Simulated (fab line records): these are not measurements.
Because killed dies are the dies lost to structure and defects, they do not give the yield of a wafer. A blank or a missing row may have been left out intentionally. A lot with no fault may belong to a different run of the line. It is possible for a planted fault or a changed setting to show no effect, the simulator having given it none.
fab line records ; flow berkeley-cmos170
record: lots: 5; wafers: 15; last-day: 12
route steps=331 shown GATE@129
lots untouched by any fault: they come from a run of this same line in which no faults occurred
start-h: start of the lot's first displayed wafer, in hours after the record's first day ; wait-h: hours since the lot's step before ; " identical to the entry in the row above ; L1.1+2: a row that stands for several wafers ; - no value present, or no start provided ; * or withheld: withheld ; < > ~ a bound
route shown NAME@n: names a module that has steps shown in the file, with the first one's number in the route ; usual: mean and standard deviation over wafers with no fault ; same: alike in all rows ; chamber/n: place in a boat ; sites: the reading at each site ; _std_site: standard deviation across them ; _edge_site: mean of outer sites minus mean of inner sites ; radius-mm: how far each site lies from the wafer's centre ; mask NAME#n: copy n ; behind: the last tool/chamber to shape the wafer ; hold: the reason the lot was held/the length of the hold in hours/how it ended ; device: which transistor (n, p or np) failed to switch ; end of line: the same wafers' tests at the end of the route ; a step given without rows: its recipe and nothing more ; killed: count of dies lost to structure and defects at first sort (not the wafer's yield) ; map: a wafer's dies, x killed, . not, _ none there
set.NAME: the setting as run; set.NAME@STEP: as run at that earlier step ; model.NAME: the simulator's own value behind a step, which no gauge read
certain route steps with their lots: each step a table, each wafer a row
services: a tool's chamber out of use, with start hour (start-h, from the record's first day; less than 0 if before it), hours out, and reason
== steps ==
step: UCB170_GATE_ANNEAL_03
recipe: temp-c: 900; time-s: 1800; ambient: N2
step: UCB170_GATE_CVD_04
recipe: material: poly-Si; temp-c: 610; precursor: SiH4; time-s: 1440; pressure-mtorr: 375; target-thk-nm: 214; sih4-flow-sccm: 120
step: UCB170_GATE_THK_MEAS_05
recipe: reads: poly-Si_of_GATE_CVD_04
usual: GATE_POLY_THK: 212.9/2
lot.wafer;tool;chamber;start-h;wait-h;GATE_POLY_THK[nm]
L300.1;film-metro-02;-;141.08;0.0;206.0
L300.2;film-metro-02;-;141.08;0.0;210.7
L300.4;film-metro-02;-;141.08;0.0;210.5
L302.2;film-metro-02;-;149.44;0.0;210.8
L302.4;film-metro-02;-;149.44;0.0;213.0
L302.6;film-metro-02;-;149.44;0.0;213.4
L306.2;film-metro-04;-;191.22;0.0;211.3
L306.3;film-metro-04;-;191.22;0.0;210.8
L306.5;film-metro-04;-;191.22;0.0;212.2
L309.1;film-metro-04;-;198.63;0.0;212.8
L309.2;film-metro-04;-;198.63;0.0;212.0
L309.4;film-metro-04;-;198.63;0.0;213.5
L318.2;film-metro-04;-;250.16;0.0;214.9
L318.4;film-metro-04;-;250.16;0.0;213.8
L318.6;film-metro-04;-;250.16;0.0;215.2
step: UCB170_GATE_COAT_06
recipe: resist: BARC; temp-c: withheld; time-s: withheld; spin-rpm: 3000; resist-thk-nm: withheld
step: UCB170_GATE_COAT_07
recipe: resist: KrF; spin-rpm: 1489; resist-thk-nm: 900
step: UCB170_GATE_SOFTBAKE_08
recipe: resist: KrF; temp-c: 130; time-s: 60
step: UCB170_GATE_EXPOSE_09
recipe: mask-id: POLY; target-cd-nm: 350; na: 0.5; sigma-outer: 0.6; source-shape: conventional; dose-mj: 21
step: UCB170_GATE_PEB_10
recipe: peb-temp-c: 130; peb-time-s: withheld; resist: KrF
step: UCB170_GATE_DEVELOP_11
recipe: developer: TMAH; develop-time-s: 45; resist: KrF; dev-temp-c: 21
step: UCB170_GATE_CD_MEAS_12
recipe: target-cd-nm: 350
usual: cd-nm: 350.0/1.1
lot.wafer;tool;chamber;start-h;wait-h;cd-nm
L300.1;cd-sem-02;-;142.23;-;351.5
L300.2;cd-sem-02;-;142.23;-;351.4
L300.4;cd-sem-02;-;142.23;-;350.2
L302.2;cd-sem-02;-;151.81;-;349.9
L302.4;cd-sem-02;-;151.81;-;350.6
L302.6;cd-sem-02;-;151.81;-;351.5
L306.2;cd-sem-01;-;192.60;-;348.7
L306.3;cd-sem-01;-;192.60;-;349.4
L306.5;cd-sem-01;-;192.60;-;348.9
L309.1;cd-sem-02;-;199.87;-;349.7
L309.2;cd-sem-02;-;199.87;-;349.1
L309.4;cd-sem-02;-;199.87;-;349.7
L318.2;cd-sem-01;-;251.73;-;348.7
L318.4;cd-sem-01;-;251.73;-;349.5
L318.6;cd-sem-01;-;251.73;-;348.9
step: UCB170_GATE_OVL_MEAS_13
usual: GATE_OVL: 2/5
lot.wafer;tool;chamber;start-h;wait-h;GATE_OVL[nm]
L300.1;overlay-01;-;142.35;0.1;-8
L300.2;overlay-01;-;142.35;0.1;-9
L300.4;overlay-01;-;142.35;0.1;-13
L302.2;overlay-02;-;151.91;0.1;2
L302.4;overlay-02;-;151.91;0.1;3
L302.6;overlay-02;-;151.91;0.1;1
L306.2;overlay-01;-;192.71;0.1;-8
L306.3;overlay-01;-;192.71;0.1;1
L306.5;overlay-01;-;192.71;0.1;-2
L309.1;overlay-01;-;199.99;0.1;4
L309.2;overlay-01;-;199.99;0.1;9
L309.4;overlay-01;-;199.99;0.1;6
L318.2;overlay-01;-;251.84;0.1;-3
L318.4;overlay-01;-;251.84;0.1;1
L318.6;overlay-01;-;251.84;0.1;-1
step: UCB170_GATE_ETCH_14
recipe: chemistry: N2/H2; target-depth-a: withheld; overetch-a: withheld; target: BARC; time-s: withheld; source-w: 500; bias-w: 100; pressure-mtorr: 30; n2-flow-sccm: 100; h2-flow-sccm: 200
usual: drypump-motor-current-A: 5.8/0.49; oes-product-au: 0.998/0.015; throttle-valve-pct: 13.29/0.15
lot.wafer;tool;chamber;start-h;wait-h;drypump-motor-current-A;oes-product-au;throttle-valve-pct
L300.1;rie-diel-02;0;142.38;0.0;5.6;0.982;13.28
L300.2;rie-diel-02;3;142.38;0.0;5.5;1.003;13.34
L300.4;rie-diel-02;2;142.38;0.0;6.0;0.997;13.43
L302.2;rie-diel-04;2;151.94;0.0;5.7;1.014;13.27
L302.4;rie-diel-04;0;151.94;0.0;5.9;0.988;13.10
L302.6;rie-diel-04;2;151.94;0.0;5.8;1.006;13.28
L306.2;rie-diel-04;0;192.74;0.0;5.9;0.994;13.08
L306.3;rie-diel-04;1;192.74;0.0;6.6;0.992;12.94
L306.5;rie-diel-04;0;192.74;0.0;6.0;0.985;13.10
L309.1;rie-diel-03;2;200.02;0.0;4.9;1.016;13.31
L309.2;rie-diel-03;1;200.02;0.0;6.6;1.028;13.43
L309.4;rie-diel-03;0;200.02;0.0;5.7;1.006;13.43
L318.2;rie-diel-02;0;251.87;0.0;5.6;0.971;13.27
L318.4;rie-diel-02;1;251.87;0.0;6.2;0.987;13.41
L318.6;rie-diel-02;3;251.87;0.0;5.5;0.997;13.36
step: UCB170_GATE_ETCH_15
recipe: chemistry: HBr/Cl2; target: poly-Si; stop-on: SiO2; over-etch-frac: 0.3; icp-w: 300; bias-w: 150; time-s: 56.3; pressure-mtorr: 15; HBr_flow_sccm: 150; Cl2_flow_sccm: 50; target-depth-a: 2782
usual: drypump-motor-current-A: 6.0/0.48; oes-product-au: 0.824/0.017; throttle-valve-pct: 26.39/0.21
lot.wafer;tool;chamber;start-h;wait-h;drypump-motor-current-A;oes-product-au;rf-hours-counter-h;throttle-valve-pct;model.KrF_of_GATE_COAT_07.thk-nm
L300.1;rie-si-01;3;142.42;-;6.3;0.809;13;26.53;782.1
L300.2;rie-si-01;0;142.42;-;5.6;0.795;1;26.73;779.6
L300.4;rie-si-01;1;142.42;-;4.9;0.793;101;26.31;776.6
L302.2;rie-si-02;0;151.98;-;6.6;0.844;34;26.01;779.6
L302.4;rie-si-02;3;151.98;-;6.0;0.795;-;26.39;786.4
L302.6;rie-si-02;0;151.98;-;6.6;0.843;-;26.01;782.1
L306.2;rie-si-02;0;192.78;-;6.6;0.836;34;26.01;801.3
L306.3;rie-si-02;1;192.78;-;5.5;0.829;57;26.24;804.3
L306.5;rie-si-02;3;192.78;-;6.0;0.797;-;26.39;808
L309.1;rie-si-01;3;200.06;-;6.3;0.828;14;26.54;781.7
L309.2;rie-si-01;1;200.06;-;4.9;0.806;102;26.32;775.8
L309.4;rie-si-01;2;200.06;-;6.5;0.830;1;26.41;777.4
L318.2;rie-si-01;2;251.91;-;6.5;0.844;1;26.41;781.1
L318.4;rie-si-01;0;251.91;-;5.5;0.813;-;26.74;780.9
L318.6;rie-si-01;3;251.91;-;6.3;0.820;-;26.54;784.8
step: UCB170_GATE_STRIP_16
recipe: chemistry: O2; power-w: 400; pressure-mtorr: 3500; platen-temp-c: withheld; o2-flow-sccm: 400; overash-fraction: 0.5
usual: drypump-motor-current-A: 5.6/0.59; oes-product-au: 0.724/0.0046
lot.wafer;tool;chamber;start-h;wait-h;drypump-motor-current-A;oes-product-au;rf-hours-counter-h
L300.1;plasma-asher-01;1;142.47;0.0;6.3;0.719;35
L300.2;plasma-asher-01;0;142.47;0.0;5.1;0.723;35
L300.4;plasma-asher-01;1;142.47;0.0;6.2;0.729;-
L302.2;plasma-asher-02;0;152.03;0.0;6.3;0.728;45
L302.4;plasma-asher-02;1;152.03;0.0;5.3;0.728;-
L302.6;plasma-asher-02;0;152.03;0.0;6.4;0.721;-
L306.2;plasma-asher-03;0;192.83;0.0;6.0;0.727;45
L306.3;plasma-asher-03;1;192.83;0.0;4.8;0.727;-
L306.5;plasma-asher-03;0;192.83;0.0;6.0;0.726;-
L309.1;plasma-asher-03;0;200.11;0.0;6.0;0.727;46
L309.2;plasma-asher-03;1;200.11;0.0;4.8;0.732;46
L309.4;plasma-asher-03;0;200.11;0.0;6.0;0.720;-
L318.2;plasma-asher-03;0;251.96;0.0;6.0;0.726;51
L318.4;plasma-asher-03;0;251.96;0.0;6.0;0.721;-
L318.6;plasma-asher-03;0;251.96;0.0;6.1;0.727;-
== services ==
tool;chamber;start-h;hours;kind
plasma-asher-01;-;120.53;2.8;pm
rie-si-01;-;122.67;2.8;pm
rie-diel-02;1;130.87;8.5;repair
rie-diel-04;3;136.94;-;clean
rie-diel-04;3;136.94;19.4;scheduled-down
rie-diel-04;3;136.94;19.4;vent-cycle
rie-diel-03;3;138.91;5.0;repair
rie-si-01;0;144.02;7.4;repair
rie-si-02;2;147.06;-;clean
rie-si-02;2;147.06;16.9;scheduled-down
rie-si-02;2;147.06;16.9;vent-cycle
rie-si-01;1;154.42;15.7;repair
rie-diel-04;1;198.96;10.0;repair
rie-si-02;1;202.33;6.9;repair
plasma-asher-03;-;209.78;1.6;repair
rie-si-01;1;213.78;22.4;repair
rie-diel-02;1;217.39;4.3;repair
rie-si-01;-;217.42;28.1;pm
rie-diel-03;2;231.76;6.3;repair
rie-si-02;0;235.32;4.3;repair
rie-diel-02;2;238.31;16.3;repair
rie-si-01;1;250.06;-;clean
rie-si-01;1;250.06;24.3;scheduled-down
rie-si-01;1;250.06;24.3;vent-cycle
== key ==
first-sign none at tools or gauges
model-effect: step: UCB170_GATE_ETCH_15; value: KrF_of_GATE_COAT_07.thk-nm; without: 781.3; struck: 804.5
met-at UCB170_GATE_ETCH_15
struck-wafers L306.2,L306.3,L306.5
rows-end L306.2
later-rows-left-out L306.3,L306.5
sort-left-out L306.3,L306.5
tester-left-out L306
onset-between 151.98 192.78
also-fits UCB170_GATE_ETCH_14:rie-diel-04
fault: kind: process-parameter-drift; tool: rie-si-02; chamber: -; onset-h: 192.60; steps: UCB170_GATE_ETCH_15; channel: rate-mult; offset: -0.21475; shape: step; end-h: 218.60
tester-left-out: of these lots the tester's yield and bins aren't shown, on N5 and GAA mostly nor the transistor test; their killed dies are dies lost to structure and defects alone, not to doping, threshold or leakage, so they don't give the yield
sort-left-out: the simulated sort isn't trusted on such a fault, so these wafers' sort isn't shown, and their yield isn't known
later-rows-left-out: the simulator's readings of these wafers behind a module that went badly wrong aren't trusted and aren't shown, but for the sort
rows-end: these wafers met a further fault down the route, and their rows from its step on are left out
